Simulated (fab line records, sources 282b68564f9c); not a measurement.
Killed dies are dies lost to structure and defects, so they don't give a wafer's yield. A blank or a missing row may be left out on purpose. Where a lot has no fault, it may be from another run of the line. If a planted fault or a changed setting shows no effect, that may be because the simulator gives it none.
Which tool did it?    flow rit cmos    14 lots with 42 wafers sampled at 2 steps, on a route of 202 steps

## WHAT EACH GAUGE READ, for each wafer
No reading from a measuring or inspecting step in the record can be judged against a usual standard deviation.

## WHICH TOOL RAN EACH LOT (tool, then ch and the chambers of the sampled wafers, then the start)
lot   RIT_M1_DEVELOP_08                 RIT_M1_PROBE_99
L911  litho track-04 ch 0, day 3 09:00  prober-02, day 3 12:23
L913  litho track-03 ch 0, day 3 21:00  prober-02, day 4 00:29
L914  litho track-03 ch 0, day 3 22:00  prober-01, day 4 01:01
L915  litho track-03 ch 0, day 4 11:00  prober-01, day 4 14:16
L916  litho track-04 ch 0, day 4 11:00  prober-01, day 4 14:40
L917  litho track-03 ch 0, day 4 13:00  prober-01, day 4 16:41
L918  litho track-03 ch 0, day 4 17:00  prober-02, day 4 21:35
L919  litho track-04 ch 0, day 5 00:00  prober-01, day 5 03:08
L921  litho track-02 ch 0, day 5 09:00  prober-01, day 5 12:31
L922  litho track-03 ch 0, day 5 13:00  prober-02, day 5 17:50
L923  litho track-04 ch 0, day 5 20:00  prober-01, day 5 23:24
L925  litho track-04 ch 0, day 6 05:00  prober-01, day 6 08:40
L926  litho track-04 ch 0, day 6 12:00  prober-02, day 6 15:11
L930  litho track-03 ch 0, day 7 07:00  prober-02, day 7 10:37
- RIT_M1_DEVELOP_08: develop time 68 s.
- RIT_M1_PROBE_99

## AS READ BY THE TOOLS THEMSELVES (means over the sampled wafers that have a number; for cases with no such wafer, the mark the record gives instead)
RIT_M1_DEVELOP_08. Usual: chill plate temp C 22.99 C, standard deviation 0.11; developer temp C 22.97 C, standard deviation 0.099.
lot   tool            chill plate temp C (C)  developer temp C (C)  flag
L911  litho track-04  23.13                   22.99                 
L913  litho track-03  22.97                   22.82                 
L914  litho track-03  23.12                   23.08                 
L915  litho track-03  22.97                   22.81                 
L916  litho track-04  23.01                   23.07                 
L917  litho track-03  22.99                   23.01                 
L918  litho track-03  22.96                   23.09                 
L919  litho track-04  22.94                   22.98                 
L921  litho track-02  22.98                   22.99                 
L922  litho track-03  22.94                   23.00                 
L923  litho track-04  22.82                   22.89                 
L925  litho track-04  23.12                   22.30                 OFF
L926  litho track-04  22.83                   22.30                 OFF
L930  litho track-03  22.98                   22.90                 

RIT_M1_PROBE_99. Usual: defect limited yield 97.4 %, standard deviation 1.2; killed_at_M0_to_M3 0.0, standard deviation 0.12; killed at contacts 0.0, standard deviation 0.22; killed at front end 7, standard deviation 3.1; killed dies 7, standard deviation 3.1; killed open 3.5, standard deviation 2.2; killed short 3.3, standard deviation 1.9; sort_bin_3_pad_short 0.1 %, standard deviation 0.21; sort_bin_5_function 1.4 %, standard deviation 0.81; sort_bin_6_memory 1.0 %, standard deviation 0.65; sort n pass 257, standard deviation 3.1; sort yield pct 97.4 %, standard deviation 1.2.
lot   tool       defect limited yield (%)  killed_at_M0_to_M3  killed at contacts  killed at front end  killed dies  killed open  killed short  sort_bin_3_pad_short (%)  sort_bin_5_function (%)  sort_bin_6_memory (%)  sort n pass  sort yield pct (%)  flag
L911  prober-02  97.3                      0.0                 0.0                 7                    7            3.7          3.3           0.1                       1.5                      1.0                    257          97.3                
L913  prober-02  96.8                      0.0                 0.0                 8                    8            2.3          6.0           0.1                       1.8                      1.3                    256          96.8                
L914  prober-01  98.0                      0.0                 0.0                 5                    5            3.0          2.3           0.3                       1.0                      0.8                    259          98.0                
L915  prober-01  98.8                      0.0                 0.0                 3                    3            1.7          1.3           0.0                       0.4                      0.8                    261          98.8                
L916  prober-01  97.6                      0.0                 0.0                 6                    6            2.7          3.7           0.0                       1.5                      0.9                    258          97.6                
L917  prober-01  96.7                      0.0                 0.0                 9                    9            6.0          2.7           0.1                       2.2                      1.0                    255          96.7                
L918  prober-02  97.9                      0.0                 0.0                 6                    6            1.3          4.3           0.4                       0.6                      1.1                    258          97.9                
L919  prober-01  97.5                      0.0                 0.0                 7                    7            3.7          3.0           0.0                       1.6                      0.9                    257          97.5                
L921  prober-01  97.5                      0.0                 0.0                 7                    7            4.3          2.3           0.0                       1.1                      1.4                    257          97.5                
L922  prober-02  96.6                      0.0                 0.3                 9                    9            6.3          2.7           0.1                       1.6                      1.6                    255          96.6                
L923  prober-01  97.3                      0.0                 0.0                 7                    7            3.0          4.0           0.1                       1.3                      1.3                    257          97.3                
L925  prober-01  97.6                      0.0                 0.0                 6                    6            1.7          4.7           0.1                       1.2                      1.0                    258          97.6                
L926  prober-02  96.3                      0.3                 0.0                 9                    10           4.0          5.7           0.1                       2.0                      1.5                    254          96.3                
L930  prober-02  98.1                      0.0                 0.0                 5                    5            1.3          3.7           0.1                       1.1                      0.7                    259          98.1                

## THE ANSWER, worked out from the rows above alone
Rule: lot off if the mean of its wafers having a number is beyond 3 standard deviations from the usual mean. A lot without any number at a reading at which 4 lots or more have one is off too. The other lots that the step has rows for count as sound. Order of review: gauges by route order, followed by the tools' own readings, for which a lot's mean as printed above is used. At the first step where some lot is off, the reading lying furthest off is the one used; lots without a number count as furthest.
Off at RIT_M1_DEVELOP_08 (developer temp C): L925, L926.
If a tool, at that step or one of the process steps before it, ran each lot that is off and ran no sound lot following the first of them, it fits. One candidate fits, namely litho track-04 at RIT_M1_DEVELOP_08. A fault onset in the window from L923 (day 5 20:00, its last sound lot) to L925 (day 6 05:00, its first lot off) fits.
On the lots that are off, the tool's own readings at RIT_M1_DEVELOP_08 differ by more than 5 times the standard deviation of the sound lots' means, which bears it out; developer temp C reads 22.30 C there versus 22.97 C on the sound lots.

## WHAT HAD BEEN PUT IN BY THE SIMULATOR
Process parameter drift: litho track-04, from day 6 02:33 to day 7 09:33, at RIT_M1_DEVELOP_08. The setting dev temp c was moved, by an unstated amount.
Lots struck among those shown: L925, L926. This agrees with what the rule above found.
